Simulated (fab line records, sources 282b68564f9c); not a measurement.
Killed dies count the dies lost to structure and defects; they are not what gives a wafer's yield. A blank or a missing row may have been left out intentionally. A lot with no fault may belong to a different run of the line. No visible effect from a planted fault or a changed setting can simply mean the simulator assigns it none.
Split-lot experiment | flow rit-cmos | route with 202 steps; 5 lots, 27 wafers read

## ABOUT THE SPLIT
At RIT_M1_DEVELOP_08 (develop time 68 s), the setting develop-time-s was moved away from the recipe's 68 s on 6 of the 27 wafers read, by -53.5% to +54.7%. All remaining wafers had this setting at the recipe value.

## FROM THE SPLIT TO THE READING: what the file shows between them, 5 steps
- RIT_M1_CD_MEAS_09: target cd 2600 nm
- RIT_M1_HARDBAKE_11: time 120 s
- RIT_M1_METAL_ETCH_12: etches Al in Cl2/BCl3, stops on SiO2, time 165 s, target depth 600 nm
- RIT_M1_STRIP_13: strips in nmp, time 600 s
- RIT_M1_STRIP_14: strips in O2, time 180 s

## THE READING
At RIT_M1_CD_MEAS_90: cd-nm in nanometres, against a target cd of 2600 nm. A value of 2603 nm with a standard deviation of 3.4 nm is what fault-free wafers of this fab line usually give.

wafer  | tool, chamber at the split | develop-time-s as run, s | against the recipe | cd-nm, nm | against lot-mates on the recipe
L076.1 | litho-track-01, 0          | 105.2                    | +54.7%             | 2568      | -40
L076.2 | litho-track-01, 0          | 68                       | recipe             | 2609      | -
L076.3 | litho-track-01, 0          | 68                       | recipe             | 2608      | -
L076.4 | litho-track-01, 0          | 105.2                    | +54.7%             | 2568      | -40
L076.5 | litho-track-01, 0          | 68                       | recipe             | 2606      | -
L076.6 | litho-track-01, 0          | 105.2                    | +54.7%             | 2568      | -40
L079.1 | litho-track-04, 0          | 68                       | recipe             | 2607      | -
L079.2 | litho-track-04, 0          | 68                       | recipe             | 2608      | -
L079.3 | litho-track-04, 0          | 68                       | recipe             | 2608      | -
L079.4 | litho-track-04, 0          | 68                       | recipe             | 2606      | -
L079.5 | litho-track-04, 0          | 68                       | recipe             | 2604      | -
L079.6 | litho-track-04, 0          | 68                       | recipe             | 2608      | -
L080.1 | litho-track-02, 0          | 68                       | recipe             | 2600      | -
L080.2 | litho-track-02, 0          | 68                       | recipe             | 2598      | -
L080.3 | litho-track-02, 0          | 68                       | recipe             | 2600      | -
L080.4 | litho-track-02, 0          | 68                       | recipe             | 2600      | -
L080.5 | litho-track-02, 0          | 68                       | recipe             | 2597      | -
L080.6 | litho-track-02, 0          | 68                       | recipe             | 2601      | -
L081.1 | litho-track-01, 0          | 31.64                    | -53.5%             | 2685      | +83
L081.2 | litho-track-01, 0          | 68                       | recipe             | 2604      | -
L081.3 | litho-track-01, 0          | 31.64                    | -53.5%             | 2683      | +81
L081.4 | litho-track-01, 0          | 68                       | recipe             | 2602      | -
L081.5 | litho-track-01, 0          | 68                       | recipe             | 2600      | -
L081.6 | litho-track-01, 0          | 31.64                    | -53.5%             | 2686      | +84
L082.1 | litho-track-01, 0          | 68                       | recipe             | 2604      | -
L082.2 | litho-track-01, 0          | 68                       | recipe             | 2606      | -
L082.6 | litho-track-01, 0          | 68                       | recipe             | 2604      | -

FIT RESULTS
A straight line over all 27 wafers: cd-nm changes by -1.07 nm for each +1% of develop-time-s; r = -0.94; the points scatter about the line by 11 nm.
The same after taking each lot's own level away (the mean of its wafers on the recipe; 27 wafers): -1.13 nm for each +1%; r = -0.95; scatter 9.7 nm.
Per that fit: largest develop-time-s move, reading shift of 62 nm.
Across the lots, their own levels run from 2599.3 to 2607.7 nm, a range of 2.5 times the standard deviation given above.
The two slopes are in agreement: the lot-to-lot level therefore moves the slope only a little.
Check: with one of the wafers moved furthest among these (+54.7%) left out of the fit, the line predicts -61.2 nm for it against its lot-mates. It came out at -39.7 nm against them.

## ADDITIONAL SPLITS CARRIED BY THESE WAFERS
Before the reading, these wafers also passed through other splits. Each is held against what the fit with the lots' levels taken away leaves over:
other split on the same wafers    | wafers away from the commonest value | r with cd-nm (lot level and that fit taken away)
RIT_ACTIVE_ETCH_13 target-depth-a | 12                                   | -0.13
RIT_SPACER_CVD_03 time-s          | 18                                   | -0.20
RIT_SDANNEAL_RTA_03 time-s        | 12                                   | -0.41

## THE WHOLE CHAIN: every reading that the file lists as answering this split, in the file's order
step                 | what it does                                                          | reading                                                   | change (the file's fit)              | r (the file's)
RIT_M1_CD_MEAS_09    | target cd 2600 nm                                                     | cd-nm                                                     | -1.11 nm for each +1% of the setting | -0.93
RIT_M1_METAL_ETCH_12 | etches Al in Cl2/BCl3, stops on SiO2, time 165 s, target depth 600 nm | M1.cd-nm (the simulator's own value, which no gauge read) | -1.12 nm for each +1% of the setting | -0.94
RIT_M1_CD_MEAS_90    | target cd 2600 nm                                                     | cd-nm                                                     | -1.12 nm for each +1% of the setting | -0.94

## FILE'S OWN FIT
cd-nm changes by -1.12 nm for each +1% of develop-time-s, r = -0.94.
